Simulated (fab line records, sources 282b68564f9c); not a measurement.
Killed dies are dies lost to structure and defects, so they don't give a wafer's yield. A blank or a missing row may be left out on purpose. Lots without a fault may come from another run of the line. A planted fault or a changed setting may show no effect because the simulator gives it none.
A struck lot beside a sound one | flow rit_cmos | 21 steps out of a route of 202
Sound: wafers L717.1, L717.2, L717.3. Struck: wafers L724.1, L724.2, L724.5. The cause comes at the end.
At each step with rows: each side's tool, then ch and its chambers, then its first start. Under that, the readings that differ: sound wafers | struck wafers | difference of the means | sigmas: that difference in standard deviations of wafers without a fault.
alike: readings whose means differ by less than 2 such deviations, and words and numbers that are the same on both sides. not compared: withheld readings, readings that some wafer has no value for, bounds like >300 that may hide the same value, and numbers for which the record gives no deviation and whose values overlap.
The two part at a step that has a row with sigmas, a row that says differs or no value, or rows on one side only. Numbers that don't overlap but have no deviation are shown without sigmas and don't part them. A reading that every wafer of one side lacks parts them only if that side has two wafers or more.

first, 4 steps without rows for these wafers: RIT_ACTIVE_CLEAN_15 (cleans in SC1, time 600 s); RIT_ACTIVE_CLEAN_16 (cleans in dHF, time 30 s); RIT_ACTIVE_CLEAN_17 (cleans in SC2, time 600 s); RIT_FOX1_OXIDATION_00 (target thk 350.7 nm, ox time 1130 s).
RIT_FOX1_THK_MEAS_01:
  sound on film_metro-04, day 2 04:22; struck on film_metro-03, day 3 16:58
  alike: FOX1_OXIDE_THK
then, 2 steps without rows for these wafers: RIT_FOX1_WET_ETCH_02 (etches SiO2 in BOE, target depth 350 nm, time 390 s); RIT_FOX2_OXIDATION_00 (target thk 350.7 nm, ox time 1130 s).
RIT_FOX2_THK_MEAS_01:
  sound on film_metro-03, day 2 05:52; struck on film_metro-02, day 3 18:27
  alike: FOX2_OXIDE_THK
then, 2 steps without rows for these wafers: RIT_FOX2_CLEAN_02 (cleans in dHF, time 180 s); RIT_FOX2_WET_ETCH_03 (etches Si3N4 in H3PO4, target depth 195 nm, time 2700 s).
RIT_FOX2_THK_MEAS_90:
  sound on film_metro-01, day 2 06:48; struck on film_metro-01, day 3 19:24
  alike: FIELD_OXIDE_LEFT_1_THK
then, 1 step without rows for these wafers: RIT_NWELL_HMDS_00 (prime time 60 s).
RIT_NWELL_COAT_01: resist thk 1300 nm.
  sound on litho_track-04 ch 0, day 2 07:01; struck on litho_track-02 ch 0, day 3 19:37
  reading                                    | sound                | struck               | difference | sigmas
  spin_speed_rpm (rpm)                       | 2000.7 2002.4 2001.3 | 1304.5 1305.3 1303.2 | -697.1     | -99 or more
  model.NOVOLAK_of_NWELL_COAT_01.thk_nm (nm) | 1300 1301 1299       | 1607 1611 1607       | +308       |
then, 4 steps without rows for these wafers: RIT_NWELL_SOFTBAKE_02 (time 60 s); RIT_NWELL_EXPOSE_03 (exposes mask M2, target cd 43900 nm); RIT_NWELL_PEB_04; RIT_NWELL_DEVELOP_05 (develop time 68 s).
RIT_NWELL_OVL_MEAS_06:
  sound on overlay-02, day 2 07:52; struck on overlay-01, day 3 20:20
  alike: NWELL_OVL
RIT_NWELL_HARDBAKE_07: time 120 s.
  sound on litho_track-03 ch 0, day 2 07:54; struck on litho_track-02 ch 0, day 3 20:22
  reading                                    | sound          | struck         | difference | sigmas
  model.NOVOLAK_of_NWELL_COAT_01.thk_nm (nm) | 1137 1137 1136 | 1401 1404 1401 | +265       |
then, 1 step without rows for these wafers: RIT_NWELL_IMPLANT_08.
RIT_M1_PROBE_99:
  sound on prober-01, day 3 23:37; struck on prober-01, day 5 13:11
  alike: killed_at_contacts, killed_at_front_end, killed_dies, killed_open, killed_short

WHERE THEY PART
Only at RIT_NWELL_COAT_01, within this record. Later steps at which nothing parts them and some readings are alike: RIT_NWELL_OVL_MEAS_06, RIT_M1_PROBE_99.

WHY: what the simulator had put in
Process parameter drift: litho_track-02, from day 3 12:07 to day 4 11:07, at RIT_NWELL_COAT_01. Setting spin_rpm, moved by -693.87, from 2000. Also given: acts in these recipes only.
